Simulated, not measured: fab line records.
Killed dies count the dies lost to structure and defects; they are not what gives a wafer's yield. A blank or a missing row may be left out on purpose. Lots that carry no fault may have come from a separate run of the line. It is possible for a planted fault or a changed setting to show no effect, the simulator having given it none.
The tool behind it: which one? ; flow rit_cmos ; 6 lots with 18 wafers sampled at 2 steps, on a route of 202 steps

## WHAT THE GAUGES READ, wafer by wafer
RIT_CONTACT_THK_MEAS_01.
lot;measured;on;CONTACT_TEOS_THK (nm)
L525;day 3 06:40;film_metro-01;404 397 394
L527;day 3 19:50;film_metro-01;395 400 401
L529;day 4 02:49;film_metro-02;393 394 401
L531;day 4 14:11;film_metro-01;394 396 407
L539;day 6 08:10;film_metro-01;399 603 398
L546;day 7 16:59;film_metro-02;403 397 393

## WHAT TOOL EACH LOT RAN ON (gives the tool, then ch and the chambers of the sampled wafers, and finally the start)
lot;RIT_CONTACT_CVD_00
L525;pecvd-04 ch 0,1,2, day 3 06:36
L527;pecvd-01 ch 1, day 3 19:45
L529;pecvd-03 ch 0,1,2, day 4 02:46
L531;pecvd-04 ch 0,1,2, day 4 14:08
L539;pecvd-01 ch 0,2, day 6 08:07
L546;pecvd-04 ch 0,1,2, day 7 16:55
- RIT_CONTACT_CVD_00: deposits SiO2 from TEOS, target thk 400 nm, time 61 s.

## THE ANSWER, worked out from the rows above alone
Rule: the lots themselves supply what counts as usual. Put in order of their means at a reading, lots are off if they are a third of the lots or fewer, leave a main group of 4 or more, and stand apart from it by a gap of 3 or more times the standard deviation of the main group's means; of several such gaps the widest counts. The tables above print the reading to a certain number of digits; a main group whose means all agree to those digits is not used. A lot without any number at a reading at which 4 lots or more have one is off too. All remaining lots with rows at the step are treated as sound.
Off: L539, at RIT_CONTACT_THK_MEAS_01 (CONTACT_TEOS_THK). The main group: mean 398 nm, standard deviation 1.1.
If a tool, at a process step before that reading, ran all the lots that are off and no sound lot after the first of them, it fits. Those tools and the gauges at RIT_CONTACT_THK_MEAS_01 are tried in the same way. This does not decide it: 2 tools fit, namely pecvd-01 at RIT_CONTACT_CVD_00 and film_metro-01 at RIT_CONTACT_THK_MEAS_01.

## WHAT THE SIMULATOR HAD INSERTED
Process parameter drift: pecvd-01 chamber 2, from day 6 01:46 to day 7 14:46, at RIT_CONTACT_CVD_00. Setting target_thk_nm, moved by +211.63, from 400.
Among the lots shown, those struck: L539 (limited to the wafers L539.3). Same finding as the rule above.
